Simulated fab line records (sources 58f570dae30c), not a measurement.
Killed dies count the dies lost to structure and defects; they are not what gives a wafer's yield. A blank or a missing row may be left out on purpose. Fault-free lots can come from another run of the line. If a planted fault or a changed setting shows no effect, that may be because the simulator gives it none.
The same fault as seen by 2 desks :: flow berkeley cmos170 :: what lay behind the numbers comes last; until then each desk has only its own

METROLOGY DESK
What the gauges read, lot by lot, whatever tool the lot ran on: means of the sampled wafers that have a number. A lot is out of limits, marked OUT, if its mean lies more than 4 standard deviations from the usual mean; the brackets give that distance.
Columns: A = V1_BOW at UCB170_V1_BOW_MEAS_03, usual 18 um; B = M2_OVL at UCB170_M2_OVL_MEAS_16, usual -1 nm; C = M3_OVL at UCB170_M3_OVL_MEAS_16, usual -2 nm
lot: L996
first seen here: day 8 02:23
A: 16
B: -5
C: 4

lot: L999
first seen here: day 9 00:30
A: 24
B: -3
C: -13

lot: L102
first seen here: day 9 01:53
A: 21
B: -2
C: -6

lot: L998
first seen here: day 9 01:53
A: 19
B: -14
C: -0

lot: L101
first seen here: day 9 03:11
A: 21
B: 9
C: -11

lot: L104
first seen here: day 10 03:28
A: 14
B: -4
C: -3

lot: L103
first seen here: day 10 04:49
A: 22
B: 5
C: -5

lot: L106
first seen here: day 10 15:23
A: 17
B: 5
C: -5

lot: L107
first seen here: day 10 17:52
A: 28
B: 3
C: 1

lot: L108
first seen here: day 10 19:28
A: 6
B: -6
C: 3

lot: L110
first seen here: day 11 01:28
A: 17
B: 0
C: -1

lot: L111
first seen here: day 11 02:46
A: 19
B: -1
C: -3

lot: L114
first seen here: day 11 19:13
A: 24
B: 4
C: -2

lot: L115
first seen here: day 11 19:13
A: 13
B: -2
C: -1
Result from this desk: across the 14 lots, nothing is out of limits.

THE TOOL OWNER'S DESK: rie diel-01
The tool's own readings at UCB170_M3_ETCH_17 (etches BARC in N2/H2): means of the sampled wafers that have a number, for each lot that ran on this tool. A lot is out of limits, marked OUT, if its mean lies more than 4 standard deviations from the usual mean; the brackets give that distance.
Columns: A = drypump motor current A at UCB170_M3_ETCH_17, usual 5.3 A; B = oes product au at UCB170_M3_ETCH_17, usual 0.999 a.u.; C = rf fwd power W at UCB170_M3_ETCH_17, usual 494.2 W; D = throttle valve pct at UCB170_M3_ETCH_17, usual 13.32 %
lot: L996
first seen here: day 8 16:12
A: 5.1
B: 1.005
C: 494.5
D: 13.37

lot: L998
first seen here: day 9 14:39
A: 5.1
B: 0.994
C: 494.4
D: 13.38

lot: L104
first seen here: day 10 18:44
A: 5.4
B: 1.001
C: 494.0
D: 13.33

lot: L106
first seen here: day 11 03:27
A: 5.4
B: 1.004
C: 496.0
D: 13.27

lot: L107
first seen here: day 11 05:56
A: 5.4
B: 0.994
C: 495.0
D: 13.40

lot: L108
first seen here: day 11 07:26
A: 5.4
B: 1.002
C: 494.1
D: 13.33

lot: L111
first seen here: day 11 13:55
A: 5.1
B: 1.035
C: 521.2 (+12) OUT
D: 13.39

lot: L114
first seen here: day 12 07:31
A: 5.1
B: 1.033
C: 521.5 (+12) OUT
D: 13.38
This desk finds L111, L114 out of limits, L111 being first, at day 11 13:55 (rf fwd power W at UCB170_M3_ETCH_17). L996, L998, L104, L106, L107, L108 stayed within limits.

PUT TOGETHER
The tool owner's desk could have raised an alarm at day 11 13:55, on L111, L114.
At the metrology desk, nothing out of limits was observed.
The metrology desk has L111, L114 on record, within its limits.
UCB170_M3_ETCH_17 was run on rie diel-01 by each of the lots named.

WHAT WAS PUT IN BY THE SIMULATOR
rie diel-01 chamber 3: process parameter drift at UCB170_M3_ETCH_17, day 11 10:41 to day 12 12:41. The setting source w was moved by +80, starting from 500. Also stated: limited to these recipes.
Lots struck among those shown: L111, L114.
Delay in hours, fault start to first out-of-limits reading, by desk: the tool owner's desk at 3.
